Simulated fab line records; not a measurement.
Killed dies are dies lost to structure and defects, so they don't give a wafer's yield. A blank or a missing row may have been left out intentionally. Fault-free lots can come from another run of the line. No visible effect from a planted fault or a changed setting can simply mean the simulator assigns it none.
A struck lot beside a sound one    flow rit cmos    43 steps out of a route of 202
Sound: wafers L732.1, L732.2, L732.6. Struck: wafers L735.2, L735.5, L735.6. The cause is named last.
At each step with rows: each side's tool, then ch and its chambers, then its first start. Under that, the readings that differ: sound wafers    struck wafers    difference of the means    sigmas: that difference in standard deviations of wafers without a fault.
alike: same words and numbers on both sides, and readings whose means sit less than 2 such deviations apart. not compared: any withheld reading, any reading some wafer has no value for, any bound like >300 that may hide the same value, and any number with overlapping values for which the record gives no deviation.
Wherever a step has rows on one side only, a row that says differs or no value, or a row with sigmas, the two part there. Non-overlapping numbers with no deviation appear without sigmas and do not part them. Lack of a reading on every wafer of one side parts them only where that side has two or more wafers.

RIT_ACTIVE_ETCH_13: etches Si3N4 in SF6, stops on SiO2, time 210 s, target depth 210 nm.
  sound on rie diel-04 ch 1,2,3, day 2 01:47; struck on rie diel-02 ch 0,1, day 2 16:35
  alike: drypump motor current A, oes product au, rf fwd power W, throttle valve pct
  not compared: rf hours counter h
RIT_ACTIVE_STRIP_14: strips in O2, time 180 s.
  sound on plasma asher-01 ch 0,1, day 2 01:55; struck on plasma asher-02 ch 0,1, day 2 16:43
  alike: drypump motor current A
  not compared: rf hours counter h
RIT_ACTIVE_CD_MEAS_90: the cd target is 1400 nm.
  struck on cd sem-01, day 2 16:55; sound on cd sem-01, day 2 02:05
  alike: cd nm
then, 4 steps without rows for these wafers: RIT_ACTIVE_CLEAN_15 (cleans in SC1, time 600 s); RIT_ACTIVE_CLEAN_16 (cleans in dHF, time 30 s); RIT_ACTIVE_CLEAN_17 (cleans in SC2, time 600 s); RIT_FOX1_OXIDATION_00 (target thk 350.7 nm, ox time 1130 s).
RIT_FOX1_THK_MEAS_01:
  struck on film metro-04, day 2 20:14; sound on film metro-04, day 2 05:49
  alike: FOX1_OXIDE_THK
then, 2 steps without rows for these wafers: RIT_FOX1_WET_ETCH_02 (etches SiO2 in BOE, target depth 350 nm, time 390 s); RIT_FOX2_OXIDATION_00 (target thk 350.7 nm, ox time 1130 s).
RIT_FOX2_THK_MEAS_01:
  struck on film metro-04, day 2 23:07; sound on film metro-04, day 2 07:19
  alike: FOX2_OXIDE_THK
then, 1 step without rows for these wafers: RIT_FOX2_CLEAN_02 (cleans in dHF, time 180 s).
RIT_FOX2_WET_ETCH_03: etches Si3N4 in H3PO4, target depth 195 nm, time 2700 s.
  sound on wet bench-01 ch 3, day 2 07:25; struck on wet bench-01 ch 1, day 2 23:14
  alike: bath heat duty pct
RIT_FOX2_THK_MEAS_90:
  struck on film metro-02, day 3 00:13; sound on film metro-02, day 2 08:15
  alike: FIELD_OXIDE_LEFT_1_THK
then, 2 steps without rows for these wafers: RIT_NWELL_HMDS_00 (prime time 60 s); RIT_NWELL_COAT_01 (resist thk 1300 nm).
RIT_NWELL_SOFTBAKE_02: time 61.45 s.
  sound on litho track-02 ch 0, day 2 08:37; struck on litho track-01 ch 0, day 3 00:43
  alike: heater power total W, plate sensor t centre C, plate sensor t edge C
then, 3 steps without rows for these wafers: RIT_NWELL_EXPOSE_03 (exposes mask M2, target cd 43900 nm); RIT_NWELL_PEB_04; RIT_NWELL_DEVELOP_05 (develop time 68 s).
RIT_NWELL_OVL_MEAS_06:
  struck on overlay-01, day 3 01:17; sound on overlay-02, day 2 09:11
  alike: NWELL_OVL
then, 2 steps without rows for these wafers: RIT_NWELL_HARDBAKE_07 (time 120 s); RIT_NWELL_IMPLANT_08.
RIT_NWELL_STRIP_09: strips in O2, time 180 s.
  sound on plasma asher-02 ch 0,1, day 2 09:41; struck on plasma asher-04 ch 0,1, day 3 01:43
reading                      sound        struck       difference  sigmas
drypump motor current A (A)  5.8 6.0 5.8  6.7 6.7 6.3  +0.7        +2
  not compared: rf hours counter h
RIT_NWELL_TW_MEAS_10:
  struck on film metro-02, day 3 01:53; sound on film metro-02, day 2 09:52
  alike: NWELL_TW
then, 6 steps without rows for these wafers: RIT_PWELL_HMDS_00 (prime time 60 s); RIT_PWELL_COAT_01 (resist thk 1300 nm); RIT_PWELL_SOFTBAKE_02 (time 60 s); RIT_PWELL_EXPOSE_03 (exposes mask M3, target cd 43700 nm); RIT_PWELL_PEB_04; RIT_PWELL_DEVELOP_05 (develop time 68 s).
RIT_PWELL_OVL_MEAS_06:
  struck on overlay-01, day 3 02:50; sound on overlay-01, day 2 11:06
  alike: PWELL_OVL
then, 2 steps without rows for these wafers: RIT_PWELL_HARDBAKE_07 (time 120 s); RIT_PWELL_IMPLANT_08.
RIT_PWELL_STRIP_09: strips in O2, time 180 s.
  sound on plasma asher-02 ch 0,1, day 2 11:32; struck on plasma asher-04 ch 0,1, day 3 03:16
  alike: drypump motor current A
  not compared: rf hours counter h
RIT_PWELL_TW_MEAS_10:
  struck on film metro-03, day 3 03:26; sound on film metro-01, day 2 11:43
  alike: PWELL_TW
then, 1 step without rows for these wafers: RIT_WELLDRIVE_ANNEAL_00 (time 14700 s).
RIT_WELLDRIVE_RS_MEAS_01: uses a four-point probe to measure.
  struck on film metro-02, day 3 10:43; sound on film metro-02, day 2 18:04
  alike: NWELL_RS
RIT_WELLDRIVE_RS_MEAS_02: uses a four-point probe to measure.
  struck on film metro-02, day 3 10:50; sound on film metro-02, day 2 18:11
  alike: PWELL_RS
then, 3 steps without rows for these wafers: RIT_NRETRO_HMDS_00 (prime time 60 s); RIT_NRETRO_COAT_01 (resist thk 1300 nm); RIT_NRETRO_SOFTBAKE_02 (time 60 s).
RIT_M1_PROBE_99:
  record: rows for the struck wafers here (prober-02, day 4 23:39), none for the sound ones

## WHERE THEY PART
Last at RIT_M1_PROBE_99 as far as this record goes, first at RIT_NWELL_STRIP_09.

WHY: what had been put in by the simulator
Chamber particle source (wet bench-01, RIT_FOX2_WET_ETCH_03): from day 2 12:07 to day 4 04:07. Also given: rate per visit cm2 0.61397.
